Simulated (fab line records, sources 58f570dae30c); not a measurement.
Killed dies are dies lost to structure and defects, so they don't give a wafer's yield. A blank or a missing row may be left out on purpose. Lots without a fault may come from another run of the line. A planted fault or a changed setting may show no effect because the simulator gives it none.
Split-lot experiment | flow berkeley_cmos170 | 5 lots, 23 wafers read, on a route of 331 steps

THE SPLIT
At UCB170_PWELL_IMPLANT_15, the setting energy_kev was moved away from the recipe's 60 on 5 of the 23 wafers read, by -5.3% to +5.2%. The other wafers ran this setting at the recipe's value.

The reading is taken at the split's own step.

THE READING
implant.drp_nm (the simulator's own value, which no gauge read), in nm, at UCB170_PWELL_IMPLANT_15. The file gives no usual value for it.

wafer  | tool, chamber at the split | energy_kev as run | against the recipe | implant.drp_nm, nm | against lot-mates on the recipe
L075.2 | implanter-04, 0            | 56.82             | -5.3%              | 62.84              | -1.86
L075.5 | implanter-04, 0            | 56.82             | -5.3%              | 62.84              | -1.86
L075.6 | implanter-04, 0            | 56.82             | -5.3%              | 62.84              | -1.86
L075.3 | implanter-04, 0            | 60                | recipe             | 64.7               | -
L075.4 | implanter-04, 0            | 60                | recipe             | 64.7               | -
L078.1 | implanter-04, 0            | 60                | recipe             | 64.7               | -
L078.2 | implanter-04, 0            | 60                | recipe             | 64.7               | -
L078.3 | implanter-04, 0            | 60                | recipe             | 64.7               | -
L078.4 | implanter-04, 0            | 60                | recipe             | 64.7               | -
L078.5 | implanter-04, 0            | 60                | recipe             | 64.7               | -
L081.1 | implanter-04, 0            | 63.1              | +5.2%              | 66.43              | +1.73
L081.3 | implanter-04, 0            | 63.1              | +5.2%              | 66.43              | +1.73
L081.2 | implanter-04, 0            | 60                | recipe             | 64.7               | -
L081.5 | implanter-04, 0            | 60                | recipe             | 64.7               | -
L081.6 | implanter-04, 0            | 60                | recipe             | 64.7               | -
L082.1 | implanter-02, 0            | 60                | recipe             | 64.7               | -
L082.2 | implanter-02, 0            | 60                | recipe             | 64.7               | -
L082.6 | implanter-02, 0            | 60                | recipe             | 64.7               | -
L080.1 | implanter-04, 0            | 60                | recipe             | 64.7               | -
L080.2 | implanter-04, 0            | 60                | recipe             | 64.7               | -
L080.3 | implanter-04, 0            | 60                | recipe             | 64.7               | -
L080.5 | implanter-04, 0            | 60                | recipe             | 64.7               | -
L080.6 | implanter-04, 0            | 60                | recipe             | 64.7               | -

THE FIT
A straight line over all 23 wafers: implant.drp_nm changes by +0.344 nm for each +1% of energy_kev; r = +1.00; the points scatter about the line by 0.018 nm.
The same after taking each lot's own level away (the mean of its wafers on the recipe; 23 wafers): +0.344 nm for each +1%; r = +1.00; scatter 0.018 nm.
On that fit, the largest move of energy_kev shifts the reading by 1.8 nm.
The lots' own levels span 64.700 to 64.700 nm.
So the lot-to-lot level changes the slope little: the two slopes agree.
Check: with one of the wafers moved furthest among these (-5.3%) left out of the fit, the line predicts -1.83 nm for it against its lot-mates. It came out at -1.86 nm against them.

OTHER SPLITS ON THESE WAFERS
These wafers also went through other splits before the reading. Each is held against what the fit with the lots' levels taken away leaves over:
other split on the same wafers     | wafers away from the commonest value | r with implant.drp_nm (lot level and that fit taken away)
UCB170_ZERO_ETCH_06 over_etch_frac | 11                                   | -0.19

THE WHOLE CHAIN: every reading that the file lists as answering this split, in the file's order
step                    | what it does | reading                                                         | change (the file's fit)               | r (the file's)
UCB170_PWELL_IMPLANT_15 |              | implant.rp_nm (the simulator's own value, which no gauge read)  | +2.01 nm for each +1% of the setting  | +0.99
UCB170_PWELL_IMPLANT_15 |              | implant.drp_nm (the simulator's own value, which no gauge read) | +0.343 nm for each +1% of the setting | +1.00

THE FILE'S OWN FIT
implant.drp_nm changes by +0.343 nm for each +1% of energy_kev, r = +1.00.
